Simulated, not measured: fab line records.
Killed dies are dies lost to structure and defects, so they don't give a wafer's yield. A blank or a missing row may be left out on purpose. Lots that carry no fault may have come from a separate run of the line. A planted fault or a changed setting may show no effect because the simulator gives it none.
What tool caused it? / flow berkeleyCmos170 / 13 lots with 39 wafers sampled at 6 steps, on a route of 331 steps

== WHAT THE GAUGES SHOWED, per wafer ==
UCB170_V1_THK_MEAS_04. Usual: V1_POLISHED_THK gives 999.8 nm (standard deviation 1.3).
lot=L612; measured=day 8 13:09; on=filmMetro-01; V1_POLISHED_THK (nm)=998.3 998.0 999.2; flag=
lot=L611; measured=day 8 15:49; on=filmMetro-04; V1_POLISHED_THK (nm)=998.5 1000.6 998.8; flag=
lot=L614; measured=day 8 16:07; on=filmMetro-04; V1_POLISHED_THK (nm)=997.3 999.9 996.2; flag=
lot=L618; measured=day 10 20:47; on=filmMetro-01; V1_POLISHED_THK (nm)=999.6 1000.5 1001.2; flag=
lot=L617; measured=day 10 20:29; on=filmMetro-01; V1_POLISHED_THK (nm)=1000.5 999.4 999.4; flag=
lot=L615; measured=day 10 21:05; on=filmMetro-02; V1_POLISHED_THK (nm)=996.2 1000.4 999.5; flag=
lot=L616; measured=day 10 21:29; on=filmMetro-01; V1_POLISHED_THK (nm)=998.1 998.8 999.4; flag=
lot=L626; measured=day 12 06:44; on=filmMetro-02; V1_POLISHED_THK (nm)=1000.3 999.0 998.4; flag=
lot=L627; measured=day 12 12:09; on=filmMetro-02; V1_POLISHED_THK (nm)=1001.1 1000.4 998.3; flag=
lot=L628; measured=day 12 15:41; on=filmMetro-02; V1_POLISHED_THK (nm)=923.6 998.8 923.4; flag=OFF
lot=L629; measured=day 12 18:00; on=filmMetro-04; V1_POLISHED_THK (nm)=1001.1 1000.6 1001.5; flag=
lot=L630; measured=day 13 01:41; on=filmMetro-01; V1_POLISHED_THK (nm)=1000.1 999.3 1000.2; flag=
lot=L632; measured=day 13 04:44; on=filmMetro-01; V1_POLISHED_THK (nm)=998.4 1001.1 1001.4; flag=

UCB170_M2_RS_MEAS_02: a four-point-probe measurement. Usual: M2_AL_RS gives 0.0321 ohm/sq (standard deviation 0.00035).
lot=L612; measured=day 8 15:00; on=filmMetro-04; M2_AL_RS (ohm/sq)=0.0322 0.0322 0.0320; flag=
lot=L611; measured=day 8 17:54; on=filmMetro-02; M2_AL_RS (ohm/sq)=0.0320 0.0323 0.0323; flag=
lot=L614; measured=day 8 18:13; on=filmMetro-02; M2_AL_RS (ohm/sq)=0.0327 0.0319 0.0320; flag=
lot=L618; measured=day 10 23:13; on=filmMetro-03; M2_AL_RS (ohm/sq)=0.0317 0.0319 0.0318; flag=
lot=L617; measured=day 10 22:44; on=filmMetro-02; M2_AL_RS (ohm/sq)=0.0318 0.0318 0.0326; flag=
lot=L615; measured=day 10 23:28; on=filmMetro-04; M2_AL_RS (ohm/sq)=0.0317 0.0316 0.0319; flag=
lot=L616; measured=day 10 23:58; on=filmMetro-03; M2_AL_RS (ohm/sq)=0.0312 0.0317 0.0311; flag=
lot=L626; measured=day 12 10:35; on=filmMetro-04; M2_AL_RS (ohm/sq)=0.0320 0.0320 0.0318; flag=
lot=L627; measured=day 12 15:20; on=filmMetro-03; M2_AL_RS (ohm/sq)=0.0317 0.0324 0.0318; flag=
lot=L628; measured=day 12 18:33; on=filmMetro-03; M2_AL_RS (ohm/sq)=0.0326 0.0323 0.0327; flag=
lot=L629; measured=day 12 20:13; on=filmMetro-02; M2_AL_RS (ohm/sq)=0.0325 0.0327 0.0322; flag=
lot=L630; measured=day 13 03:54; on=filmMetro-04; M2_AL_RS (ohm/sq)=0.0319 0.0317 0.0319; flag=
lot=L632; measured=day 13 06:44; on=filmMetro-02; M2_AL_RS (ohm/sq)=0.0322 0.0318 0.0321; flag=

== WHICH TOOL RAN EACH LOT (tool, then ch and the chambers of the sampled wafers, then the start) ==
lot=L612; UCB170_M1_ETCH_11=rieDiel-04 ch 0,3, day 8 10:28; UCB170_V1_CVD_00=pecvd-03 ch 0,1,2, day 8 12:31; UCB170_V1_ETCH_14=rieDiel-04 ch 0,2,3, day 8 14:26; UCB170_V1_STRIP_15=plasmaAsher-01 ch 0,1, day 8 14:37
lot=L611; UCB170_M1_ETCH_11=rieDiel-03 ch 1,2,3, day 8 12:37; UCB170_V1_CVD_00=pecvd-01 ch 0,1, day 8 15:11; UCB170_V1_ETCH_14=rieDiel-03 ch 0,1,2, day 8 17:20; UCB170_V1_STRIP_15=plasmaAsher-03 ch 0,1, day 8 17:31
lot=L614; UCB170_M1_ETCH_11=rieDiel-03 ch 0,1,2, day 8 13:10; UCB170_V1_CVD_00=pecvd-04 ch 0,1,2, day 8 15:11; UCB170_V1_ETCH_14=rieDiel-04 ch 1,2,3, day 8 17:40; UCB170_V1_STRIP_15=plasmaAsher-01 ch 0,1, day 8 17:51
lot=L618; UCB170_M1_ETCH_11=rieDiel-04 ch 1,3, day 10 03:27; UCB170_V1_CVD_00=pecvd-04 ch 0,1,2, day 10 18:47; UCB170_V1_ETCH_14=rieDiel-02 ch 1,2,3, day 10 22:40; UCB170_V1_STRIP_15=plasmaAsher-01 ch 0,1, day 10 22:51
lot=L617; UCB170_M1_ETCH_11=rieDiel-03 ch 1,2,3, day 10 03:41; UCB170_V1_CVD_00=pecvd-03 ch 1,2, day 10 18:47; UCB170_V1_ETCH_14=rieDiel-04 ch 0,1,2, day 10 22:12; UCB170_V1_STRIP_15=plasmaAsher-02 ch 0,1, day 10 22:22
lot=L615; UCB170_M1_ETCH_11=rieDiel-04 ch 1,2,3, day 10 05:11; UCB170_V1_CVD_00=pecvd-01 ch 0,1,2, day 10 18:47; UCB170_V1_ETCH_14=rieDiel-03 ch 1,2,3, day 10 22:55; UCB170_V1_STRIP_15=plasmaAsher-03 ch 0,1, day 10 23:06
lot=L616; UCB170_M1_ETCH_11=rieDiel-03 ch 0,1,2, day 10 05:23; UCB170_V1_CVD_00=pecvd-04 ch 0,1,2, day 10 19:01; UCB170_V1_ETCH_14=rieDiel-02 ch 2,3, day 10 23:22; UCB170_V1_STRIP_15=plasmaAsher-01 ch 0,1, day 10 23:34
lot=L626; UCB170_M1_ETCH_11=rieDiel-04 ch 1,2,3, day 12 04:23; UCB170_V1_CVD_00=pecvd-03 ch 0,1,2, day 12 06:06; UCB170_V1_ETCH_14=rieDiel-02 ch 0,2,3, day 12 09:59; UCB170_V1_STRIP_15=plasmaAsher-01 ch 0,1, day 12 10:09
lot=L627; UCB170_M1_ETCH_11=rieDiel-04 ch 0,2,3, day 12 09:46; UCB170_V1_CVD_00=pecvd-04 ch 0,1,2, day 12 11:30; UCB170_V1_ETCH_14=rieDiel-02 ch 0,2, day 12 14:43; UCB170_V1_STRIP_15=plasmaAsher-02 ch 0,1, day 12 14:54
lot=L628; UCB170_M1_ETCH_11=rieDiel-04 ch 0,1,2, day 12 13:20; UCB170_V1_CVD_00=pecvd-01 ch 0,2, day 12 15:04; UCB170_V1_ETCH_14=rieDiel-04 ch 0,1, day 12 18:00; UCB170_V1_STRIP_15=plasmaAsher-03 ch 0,1, day 12 18:11
lot=L629; UCB170_M1_ETCH_11=rieDiel-04 ch 2,3, day 12 15:38; UCB170_V1_CVD_00=pecvd-03 ch 0,2, day 12 17:22; UCB170_V1_ETCH_14=rieDiel-03 ch 1,3, day 12 19:26; UCB170_V1_STRIP_15=plasmaAsher-03 ch 0,1, day 12 19:37
lot=L630; UCB170_M1_ETCH_11=rieDiel-03 ch 2,3, day 12 23:19; UCB170_V1_CVD_00=pecvd-03 ch 0,2, day 13 01:02; UCB170_V1_ETCH_14=rieDiel-04 ch 0,2,3, day 13 03:19; UCB170_V1_STRIP_15=plasmaAsher-02 ch 0,1, day 13 03:31
lot=L632; UCB170_M1_ETCH_11=rieDiel-01 ch 0,1,3, day 13 02:21; UCB170_V1_CVD_00=pecvd-04 ch 0,1, day 13 04:05; UCB170_V1_ETCH_14=rieDiel-02 ch 1,2,3, day 13 06:09; UCB170_V1_STRIP_15=plasmaAsher-03 ch 0,1, day 13 06:22
- UCB170_M1_ETCH_11: etches BARC in N2/H2.
- UCB170_V1_CVD_00: deposits SiO2 from TEOS/O2, target thk 2000 nm, time 250 s.
- UCB170_V1_ETCH_14: etches SiO2 in CHF3/CF4/Ar, stops on Al, target depth 1250 nm, time 291 s.
- UCB170_V1_STRIP_15: strips in O2.

== AS READ BY THE TOOLS THEMSELVES (means over the sampled wafers that have a number; for cases with no such wafer, the mark the record gives instead) ==
UCB170_M1_ETCH_11. Usual: drypumpMotorCurrentA 5.6 A, standard deviation 0.59; h2FlowSccm 200.0 sccm, standard deviation 0.56; oesProductAu 1.010 a.u., standard deviation 0.017; throttleValvePct 13.33 %, standard deviation 0.1.
lot=L612; tool=rieDiel-04; drypumpMotorCurrentA (A)=6.1; h2FlowSccm (sccm)=199.9; oesProductAu (a.u.)=1.022; throttleValvePct (%)=13.26; flag=
lot=L611; tool=rieDiel-03; drypumpMotorCurrentA (A)=5.6; h2FlowSccm (sccm)=199.9; oesProductAu (a.u.)=1.011; throttleValvePct (%)=13.36; flag=
lot=L614; tool=rieDiel-03; drypumpMotorCurrentA (A)=6.2; h2FlowSccm (sccm)=200.1; oesProductAu (a.u.)=1.002; throttleValvePct (%)=13.38; flag=
lot=L618; tool=rieDiel-04; drypumpMotorCurrentA (A)=5.2; h2FlowSccm (sccm)=199.7; oesProductAu (a.u.)=0.993; throttleValvePct (%)=13.31; flag=
lot=L617; tool=rieDiel-03; drypumpMotorCurrentA (A)=5.6; h2FlowSccm (sccm)=200.0; oesProductAu (a.u.)=1.018; throttleValvePct (%)=13.36; flag=
lot=L615; tool=rieDiel-04; drypumpMotorCurrentA (A)=5.2; h2FlowSccm (sccm)=200.1; oesProductAu (a.u.)=1.000; throttleValvePct (%)=13.33; flag=
lot=L616; tool=rieDiel-03; drypumpMotorCurrentA (A)=6.1; h2FlowSccm (sccm)=200.1; oesProductAu (a.u.)=1.004; throttleValvePct (%)=13.39; flag=
lot=L626; tool=rieDiel-04; drypumpMotorCurrentA (A)=5.2; h2FlowSccm (sccm)=200.4; oesProductAu (a.u.)=1.008; throttleValvePct (%)=13.32; flag=
lot=L627; tool=rieDiel-04; drypumpMotorCurrentA (A)=5.6; h2FlowSccm (sccm)=199.7; oesProductAu (a.u.)=1.005; throttleValvePct (%)=13.32; flag=
lot=L628; tool=rieDiel-04; drypumpMotorCurrentA (A)=5.6; h2FlowSccm (sccm)=199.7; oesProductAu (a.u.)=1.021; throttleValvePct (%)=13.29; flag=
lot=L629; tool=rieDiel-04; drypumpMotorCurrentA (A)=5.1; h2FlowSccm (sccm)=199.4; oesProductAu (a.u.)=1.003; throttleValvePct (%)=13.36; flag=
lot=L630; tool=rieDiel-03; drypumpMotorCurrentA (A)=5.4; h2FlowSccm (sccm)=200.5; oesProductAu (a.u.)=1.025; throttleValvePct (%)=13.29; flag=
lot=L632; tool=rieDiel-01; drypumpMotorCurrentA (A)=5.4; h2FlowSccm (sccm)=200.3; oesProductAu (a.u.)=1.014; throttleValvePct (%)=13.27; flag=

UCB170_V1_CVD_00. Usual: heaterPowerW 275 W, standard deviation 60.
lot=L612; tool=pecvd-03; heaterPowerW (W)=227; flag=
lot=L611; tool=pecvd-01; heaterPowerW (W)=275; flag=
lot=L614; tool=pecvd-04; heaterPowerW (W)=318; flag=
lot=L618; tool=pecvd-04; heaterPowerW (W)=294; flag=
lot=L617; tool=pecvd-03; heaterPowerW (W)=261; flag=
lot=L615; tool=pecvd-01; heaterPowerW (W)=295; flag=
lot=L616; tool=pecvd-04; heaterPowerW (W)=258; flag=
lot=L626; tool=pecvd-03; heaterPowerW (W)=282; flag=
lot=L627; tool=pecvd-04; heaterPowerW (W)=314; flag=
lot=L628; tool=pecvd-01; heaterPowerW (W)=309; flag=
lot=L629; tool=pecvd-03; heaterPowerW (W)=212; flag=
lot=L630; tool=pecvd-03; heaterPowerW (W)=199; flag=
lot=L632; tool=pecvd-04; heaterPowerW (W)=265; flag=

UCB170_V1_ETCH_14. Usual: drypumpMotorCurrentA 5.7 A, standard deviation 0.55; oesProductAu 0.884 a.u., standard deviation 0.0098; throttleValvePct 6.99 %, standard deviation 0.067.
lot=L612; tool=rieDiel-04; drypumpMotorCurrentA (A)=5.6; oesProductAu (a.u.)=0.885; throttleValvePct (%)=6.95; flag=
lot=L611; tool=rieDiel-03; drypumpMotorCurrentA (A)=6.1; oesProductAu (a.u.)=0.881; throttleValvePct (%)=7.02; flag=
lot=L614; tool=rieDiel-04; drypumpMotorCurrentA (A)=5.1; oesProductAu (a.u.)=0.882; throttleValvePct (%)=6.94; flag=
lot=L618; tool=rieDiel-02; drypumpMotorCurrentA (A)=5.6; oesProductAu (a.u.)=0.879; throttleValvePct (%)=7.02; flag=
lot=L617; tool=rieDiel-04; drypumpMotorCurrentA (A)=5.6; oesProductAu (a.u.)=0.893; throttleValvePct (%)=6.91; flag=
lot=L615; tool=rieDiel-03; drypumpMotorCurrentA (A)=5.6; oesProductAu (a.u.)=0.883; throttleValvePct (%)=7.01; flag=
lot=L616; tool=rieDiel-02; drypumpMotorCurrentA (A)=5.7; oesProductAu (a.u.)=0.870; throttleValvePct (%)=7.09; flag=
lot=L626; tool=rieDiel-02; drypumpMotorCurrentA (A)=5.7; oesProductAu (a.u.)=0.875; throttleValvePct (%)=7.05; flag=
lot=L627; tool=rieDiel-02; drypumpMotorCurrentA (A)=5.8; oesProductAu (a.u.)=0.877; throttleValvePct (%)=7.07; flag=
lot=L628; tool=rieDiel-04; drypumpMotorCurrentA (A)=6.2; oesProductAu (a.u.)=0.870; throttleValvePct (%)=6.90; flag=
lot=L629; tool=rieDiel-03; drypumpMotorCurrentA (A)=5.5; oesProductAu (a.u.)=0.879; throttleValvePct (%)=7.02; flag=
lot=L630; tool=rieDiel-04; drypumpMotorCurrentA (A)=5.6; oesProductAu (a.u.)=0.888; throttleValvePct (%)=6.96; flag=
lot=L632; tool=rieDiel-02; drypumpMotorCurrentA (A)=5.6; oesProductAu (a.u.)=0.878; throttleValvePct (%)=7.01; flag=

UCB170_V1_STRIP_15. Usual: drypumpMotorCurrentA 5.8 A, standard deviation 0.34; o2FlowSccm 399.9 sccm, standard deviation 1.2; oesProductAu 0.723 a.u., standard deviation 0.0048; stripTimeToEndpointS 15.41 s, standard deviation 0.14.
lot=L612; tool=plasmaAsher-01; drypumpMotorCurrentA (A)=6.0; o2FlowSccm (sccm)=400.0; oesProductAu (a.u.)=0.723; stripTimeToEndpointS (s)=15.40; flag=
lot=L611; tool=plasmaAsher-03; drypumpMotorCurrentA (A)=5.7; o2FlowSccm (sccm)=400.2; oesProductAu (a.u.)=0.725; stripTimeToEndpointS (s)=15.47; flag=
lot=L614; tool=plasmaAsher-01; drypumpMotorCurrentA (A)=6.0; o2FlowSccm (sccm)=400.7; oesProductAu (a.u.)=0.720; stripTimeToEndpointS (s)=15.51; flag=
lot=L618; tool=plasmaAsher-01; drypumpMotorCurrentA (A)=6.0; o2FlowSccm (sccm)=399.7; oesProductAu (a.u.)=0.724; stripTimeToEndpointS (s)=15.32; flag=
lot=L617; tool=plasmaAsher-02; drypumpMotorCurrentA (A)=5.8; o2FlowSccm (sccm)=399.9; oesProductAu (a.u.)=0.718; stripTimeToEndpointS (s)=15.40; flag=
lot=L615; tool=plasmaAsher-03; drypumpMotorCurrentA (A)=5.9; o2FlowSccm (sccm)=399.6; oesProductAu (a.u.)=0.725; stripTimeToEndpointS (s)=15.40; flag=
lot=L616; tool=plasmaAsher-01; drypumpMotorCurrentA (A)=6.0; o2FlowSccm (sccm)=399.8; oesProductAu (a.u.)=0.730; stripTimeToEndpointS (s)=15.43; flag=
lot=L626; tool=plasmaAsher-01; drypumpMotorCurrentA (A)=5.7; o2FlowSccm (sccm)=401.3; oesProductAu (a.u.)=0.721; stripTimeToEndpointS (s)=15.49; flag=
lot=L627; tool=plasmaAsher-02; drypumpMotorCurrentA (A)=5.7; o2FlowSccm (sccm)=400.2; oesProductAu (a.u.)=0.721; stripTimeToEndpointS (s)=15.42; flag=
lot=L628; tool=plasmaAsher-03; drypumpMotorCurrentA (A)=5.8; o2FlowSccm (sccm)=400.2; oesProductAu (a.u.)=0.727; stripTimeToEndpointS (s)=15.54; flag=
lot=L629; tool=plasmaAsher-03; drypumpMotorCurrentA (A)=5.7; o2FlowSccm (sccm)=400.8; oesProductAu (a.u.)=0.722; stripTimeToEndpointS (s)=15.35; flag=
lot=L630; tool=plasmaAsher-02; drypumpMotorCurrentA (A)=5.7; o2FlowSccm (sccm)=399.2; oesProductAu (a.u.)=0.720; stripTimeToEndpointS (s)=15.40; flag=
lot=L632; tool=plasmaAsher-03; drypumpMotorCurrentA (A)=5.7; o2FlowSccm (sccm)=399.0; oesProductAu (a.u.)=0.722; stripTimeToEndpointS (s)=15.32; flag=

== THE ANSWER, worked out from the rows above alone ==
Rule: a lot counts as off when the mean over its wafers that have a number is more than 3 standard deviations away from the usual mean. Also off: a lot with no number at a reading for which 4 or more lots have one. Where the step has rows for the other lots, those lots are counted as sound. After the gauges, taken in route order, come the tools' own readings; for these a lot's mean is taken, as printed above. The first step at which some lot is off is used, and at that step the reading that is off furthest; a lot without a number counts as furthest.
Off: L628, seen at UCB170_V1_THK_MEAS_04 (V1_POLISHED_THK).
If a tool, at a process step before that reading, ran all the lots that are off and no sound lot after the first of them, it fits. Those tools and the gauges at UCB170_V1_THK_MEAS_04 are tried in the same way. 2 tools fit, pecvd-01 at UCB170_V1_CVD_00 and filmMetro-02 at UCB170_V1_THK_MEAS_04, so this cannot tell which one it is.

== WHAT HAD BEEN PUT IN BY THE SIMULATOR ==
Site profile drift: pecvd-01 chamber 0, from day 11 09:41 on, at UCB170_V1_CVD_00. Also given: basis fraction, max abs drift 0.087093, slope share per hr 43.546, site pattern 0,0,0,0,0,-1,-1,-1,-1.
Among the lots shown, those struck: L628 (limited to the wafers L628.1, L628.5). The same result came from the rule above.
